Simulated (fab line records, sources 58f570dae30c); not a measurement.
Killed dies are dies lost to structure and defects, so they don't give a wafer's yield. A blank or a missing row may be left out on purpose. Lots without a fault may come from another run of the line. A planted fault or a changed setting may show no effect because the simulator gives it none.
One fault seen from 2 desks | flow berkeley_cmos170 | each desk has only its own numbers; what lay behind them comes last

THE METROLOGY DESK
What the gauges read, lot by lot, whatever tool the lot ran on: means of the sampled wafers that have a number. A lot is out of limits, marked OUT, if its mean lies more than 4 standard deviations from the usual mean; the brackets give that distance.
Columns: A = V1_TEOS_THK at UCB170_V1_THK_MEAS_01, usual 1997 nm; B = V1_BOW at UCB170_V1_BOW_MEAS_03, usual 18 um
lot  | first seen here | A    | B
L472 | day 8 11:41     | 1986 | 26
L474 | day 9 06:56     | 1960 | 15
L475 | day 9 06:56     | 1996 | 15
L477 | day 9 17:05     | 1964 | 20
L480 | day 10 05:22    | 2020 | 10
L481 | day 10 06:41    | 2020 | 21
L482 | day 10 21:59    | 2048 | 21
L483 | day 10 23:20    | 1990 | 13
L487 | day 11 05:22    | 1997 | 17
L486 | day 11 06:41    | 2000 | 14
L488 | day 11 06:41    | 1993 | 18
L493 | day 16 02:05    | 1983 | 21
L494 | day 16 02:07    | 2007 | 18
L495 | day 16 02:18    | 2007 | 15
This desk's finding: nothing out of limits on any of the 14 lots.

THE TOOL OWNER'S DESK: cmp-02
The tool's own readings at UCB170_V1_CMP_02 (polishes SiO2): means of the sampled wafers that have a number, for each lot that ran on this tool. A lot is out of limits, marked OUT, if its mean lies more than 4 standard deviations from the usual mean; the brackets give that distance.
Columns: A = motor_current_A at UCB170_V1_CMP_02, usual 16.1 A
lot  | first seen here | A
L474 | day 9 06:59     | 14.6
L477 | day 9 17:09     | 14.8
L480 | day 10 05:25    | 15.1
L481 | day 10 06:50    | 15.1
L482 | day 10 22:03    | 16.1
L483 | day 10 23:23    | 16.0
L487 | day 11 05:25    | 16.6
L486 | day 11 06:44    | 14.8
L488 | day 11 07:08    | 14.9
L494 | day 16 02:26    | 16.4
L495 | day 16 02:50    | 16.5
This desk's finding: nothing out of limits on any of the 11 lots.

PUT TOGETHER
The metrology desk saw nothing out of limits.
The tool owner's desk saw nothing out of limits.

WHAT THE SIMULATOR HAD PUT IN
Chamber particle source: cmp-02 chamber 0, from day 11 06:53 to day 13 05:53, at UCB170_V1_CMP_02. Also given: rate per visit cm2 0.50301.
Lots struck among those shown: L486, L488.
